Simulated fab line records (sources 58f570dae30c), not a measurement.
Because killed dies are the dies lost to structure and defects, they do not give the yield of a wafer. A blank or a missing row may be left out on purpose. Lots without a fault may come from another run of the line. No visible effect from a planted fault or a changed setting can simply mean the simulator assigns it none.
Split-lot experiment | flow berkeley cmos170 | route with 331 steps; 5 lots, 23 wafers read

== THE SPLIT ITSELF ==
At UCB170_BACKSIDE_COAT_01 (resist thk 900 nm), the setting spin rpm was moved away from the recipe's 1500 rpm on 5 of the 23 wafers read, by -7.5% to -4.1%. All remaining wafers had this setting at the recipe value.

Reading taken at the split's own step.

== THE READING ==
KrF_of_BACKSIDE_COAT_01.thk nm (the simulator's own value, which no gauge read), in nm, at UCB170_BACKSIDE_COAT_01 (resist thk 900 nm). There is no usual value for it anywhere in the file. Across the 18 wafers here that went through the recipe, the average is 900.7 nm and the standard deviation 2.7 nm.

wafer  | tool, chamber at the split | spin rpm as run, rpm | against the recipe | KrF_of_BACKSIDE_COAT_01.thk nm, nm | against lot-mates on the recipe
L076.1 | litho track-02, 0          | 1500                 | recipe             | 897.6                              | -
L076.2 | litho track-02, 0          | 1500                 | recipe             | 895.8                              | -
L076.3 | litho track-02, 0          | 1500                 | recipe             | 896.8                              | -
L076.4 | litho track-02, 0          | 1500                 | recipe             | 898                                | -
L076.5 | litho track-02, 0          | 1500                 | recipe             | 897.7                              | -
L080.2 | litho track-02, 0          | 1500                 | recipe             | 901.2                              | -
L080.3 | litho track-02, 0          | 1439                 | -4.1%              | 919.7                              | +19.8
L080.4 | litho track-02, 0          | 1500                 | recipe             | 898.6                              | -
L080.5 | litho track-02, 0          | 1439                 | -4.1%              | 918.6                              | +18.7
L080.6 | litho track-02, 0          | 1439                 | -4.1%              | 919.3                              | +19.4
L082.1 | litho track-04, 0          | 1500                 | recipe             | 901.9                              | -
L082.3 | litho track-04, 0          | 1500                 | recipe             | 904.1                              | -
L082.4 | litho track-04, 0          | 1500                 | recipe             | 902.2                              | -
L082.5 | litho track-04, 0          | 1500                 | recipe             | 901.6                              | -
L082.6 | litho track-04, 0          | 1500                 | recipe             | 901.5                              | -
L081.1 | litho track-02, 0          | 1500                 | recipe             | 905.3                              | -
L081.2 | litho track-02, 0          | 1388                 | -7.5%              | 939.6                              | +35.7
L081.4 | litho track-02, 0          | 1500                 | recipe             | 904.1                              | -
L081.5 | litho track-02, 0          | 1388                 | -7.5%              | 936.2                              | +32.3
L081.6 | litho track-02, 0          | 1500                 | recipe             | 902.4                              | -
L084.2 | litho track-03, 0          | 1500                 | recipe             | 903.4                              | -
L084.4 | litho track-03, 0          | 1500                 | recipe             | 899.6                              | -
L084.6 | litho track-03, 0          | 1500                 | recipe             | 900.1                              | -

FIT RESULTS
A straight line over all 23 wafers: KrF_of_BACKSIDE_COAT_01.thk nm changes by -4.87 nm for each +1% of spin rpm; r = -0.98; the points scatter about the line by 2.6 nm.
The same after taking each lot's own level away (the mean of its wafers on the recipe; 23 wafers): -4.6 nm for each +1%; r = -0.99; scatter 1.2 nm.
The reading moves by 34 nm for the largest change in spin rpm, on that fit.
Across the lots, their own levels run from 897.18 to 903.93 nm, a range of 2.5 times the standard deviation given above.
Hence the lot-to-lot level has little effect on the slope; both slopes agree.
Check: with one of the wafers moved furthest among these (-7.5%) left out of the fit, the line predicts +33.7 nm for it against its lot-mates. It came out at +35.7 nm against them.

== OTHER SPLITS ON THESE WAFERS ==
Before the reading, these wafers also passed through other splits. Each is held against what the fit with the lots' levels taken away leaves over:
other split on the same wafers      | wafers away from the commonest value | r with KrF_of_BACKSIDE_COAT_01.thk nm (lot level and that fit taken away)
UCB170_ZERO_COAT_01 resist thk nm   | 5                                    | +0.08
UCB170_ZERO_DEVELOP_05 dev temp c   | 8                                    | -0.04
UCB170_NWELL_COAT_07 resist thk nm  | 10                                   | +0.10
UCB170_NWELL_DEVELOP_11 dev temp c  | 8                                    | +0.18
UCB170_ACTIVE_COAT_08 spin rpm      | 12                                   | -0.09
UCB170_PFIELD_IMPLANT_07 energy kev | 8                                    | +0.15
UCB170_GATE_EXPOSE_09 dose mj       | 6                                    | -0.01
UCB170_NLDD_STRIP_10 o2 flow sccm   | 5                                    | -0.02
UCB170_NSD_PEB_04 peb temp c        | 6                                    | -0.01

== THE WHOLE CHAIN: every reading that the file lists as answering this split, in the file's order ==
step                     | what it does      | reading                                                                         | change (the file's fit)              | r (the file's)
UCB170_BACKSIDE_COAT_01  | resist thk 900 nm | KrF_of_BACKSIDE_COAT_01.thk nm (the simulator's own value, which no gauge read) | -4.6 nm for each +1% of the setting  | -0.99
UCB170_BACKSIDE_STRIP_03 | strips in O2      | strip time to endpoint s                                                        | withheld for each +1% of the setting | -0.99

== THE FILE'S OWN FIT ==
KrF_of_BACKSIDE_COAT_01.thk nm changes by -4.6 nm for each +1% of spin rpm, r = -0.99.
